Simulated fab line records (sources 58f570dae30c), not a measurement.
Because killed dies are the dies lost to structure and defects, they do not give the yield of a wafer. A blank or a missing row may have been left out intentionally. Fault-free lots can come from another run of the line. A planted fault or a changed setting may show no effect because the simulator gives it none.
What tool caused it? | flow berkeley cmos170 | Sampling: 7 lots, 21 wafers, 2 of 331 route steps

WHAT EACH GAUGE READ, for each wafer
UCB170_ACTIVE_THK_MEAS_06.
lot  | measured    | on            | ACTIVE_NITRIDE_THK (nm)
L517 | day 4 23:50 | film metro-01 | 220.5 221.0 220.7
L521 | day 5 19:26 | film metro-02 | 220.1 220.5 219.4
L523 | day 5 19:31 | film metro-03 | 220.7 220.5 222.1
L525 | day 6 17:23 | film metro-03 | 221.7 221.7 220.3
L528 | day 7 04:17 | film metro-03 | 219.1 220.5 219.4
L530 | day 7 11:49 | film metro-02 | 297.9 295.2 295.9
L532 | day 8 09:34 | film metro-01 | 223.0 223.4 223.6

WHICH TOOL RAN EACH LOT (tool, then ch and the chambers of the sampled wafers, then the start)
lot  | UCB170_ACTIVE_CVD_05
L517 | lpcvd-02 ch 1, day 4 21:55
L521 | lpcvd-02 ch 1, day 5 17:31
L523 | lpcvd-02 ch 0, day 5 17:31
L525 | lpcvd-01 ch 1, day 6 15:29
L528 | lpcvd-01 ch 0, day 7 02:20
L530 | lpcvd-01 ch 0, day 7 09:53
L532 | lpcvd-02 ch 0, day 8 07:39
- UCB170_ACTIVE_CVD_05: deposits Si3N4 from SiH2Cl2/NH3, target thk 220 nm, time 3300 s.

THE ANSWER, worked out from the rows above alone
Rule: what is usual is taken from the lots themselves. Put in order of their means at a reading, lots are off if they are a third of the lots or fewer, leave a main group of 4 or more, and stand apart from it by a gap of 3 or more times the standard deviation of the main group's means; of several such gaps the widest counts. A main group whose means are all the same, to the digits that the tables above print for the reading, isn't used. A lot without any number at a reading at which 4 lots or more have one is off too. All remaining lots with rows at the step are treated as sound.
Off: at UCB170_ACTIVE_THK_MEAS_06 (ACTIVE_NITRIDE_THK), L530. Mean 221.0 nm and standard deviation 1.2 in the main group.
If a tool, at a process step before that reading, ran all the lots that are off and no sound lot after the first of them, it fits. Those tools and the gauges at UCB170_ACTIVE_THK_MEAS_06 are tried in the same way. This does not decide it: 2 tools fit, namely lpcvd-01 at UCB170_ACTIVE_CVD_05 and film metro-02 at UCB170_ACTIVE_THK_MEAS_06.

WHAT THE SIMULATOR HAD PUT IN
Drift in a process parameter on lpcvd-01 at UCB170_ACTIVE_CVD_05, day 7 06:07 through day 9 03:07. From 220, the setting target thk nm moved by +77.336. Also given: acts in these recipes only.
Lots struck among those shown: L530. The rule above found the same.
